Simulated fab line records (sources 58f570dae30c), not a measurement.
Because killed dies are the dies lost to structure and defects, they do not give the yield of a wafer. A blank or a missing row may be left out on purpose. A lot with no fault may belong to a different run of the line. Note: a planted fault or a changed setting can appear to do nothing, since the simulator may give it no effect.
Which tool did it? -- flow berkeleyCmos170 -- 7 lots with 21 wafers sampled at 2 steps, on a route of 331 steps

WHAT THE GAUGES READ, wafer by wafer
UCB170_FIELD_THK_MEAS_91.
lot,measured,on,FIELD_OXIDE_LEFT_2_THK (nm)
L448,day 7 11:21,filmMetro-02,340 343 347
L449,day 7 20:55,filmMetro-04,343 346 355
L453,day 8 15:56,filmMetro-01,344 346 341
L454,day 8 21:22,filmMetro-04,350 353 354
L461,day 10 09:04,filmMetro-04,347 345 342
L466,day 11 05:11,filmMetro-01,354 363 351
L467,day 11 16:01,filmMetro-01,348 337 346

EACH LOT AND THE TOOL THAT RAN IT (in order: tool; ch and the chambers of the sampled wafers; start)
lot,UCB170_NVT_IMPLANT_07
L448,"implanter-01 ch 0, day 7 08:09"
L449,"implanter-02 ch 0, day 7 18:13"
L453,"implanter-04 ch 0, day 8 12:43"
L454,"implanter-04 ch 0, day 8 18:45"
L461,"implanter-04 ch 0, day 10 04:46"
L466,"implanter-02 ch 0, day 11 00:10"
L467,"implanter-02 ch 0, day 11 14:08"
- UCB170_NVT_IMPLANT_07

THE ANSWER, worked out from the rows above alone
Rule: usual is defined by the lots themselves. Put in order of their means at a reading, lots are off if they are a third of the lots or fewer, leave a main group of 4 or more, and stand apart from it by a gap of 3 or more times the standard deviation of the main group's means; of several such gaps the widest counts. The tables above print the reading to a certain number of digits; a main group whose means all agree to those digits is not used. A lot without any number at a reading at which 4 lots or more have one is off too. The other lots that the step has rows for count as sound.
No lot is off on any of the readings shown, so nothing can be concluded from this.

WHAT HAD BEEN PUT IN BY THE SIMULATOR
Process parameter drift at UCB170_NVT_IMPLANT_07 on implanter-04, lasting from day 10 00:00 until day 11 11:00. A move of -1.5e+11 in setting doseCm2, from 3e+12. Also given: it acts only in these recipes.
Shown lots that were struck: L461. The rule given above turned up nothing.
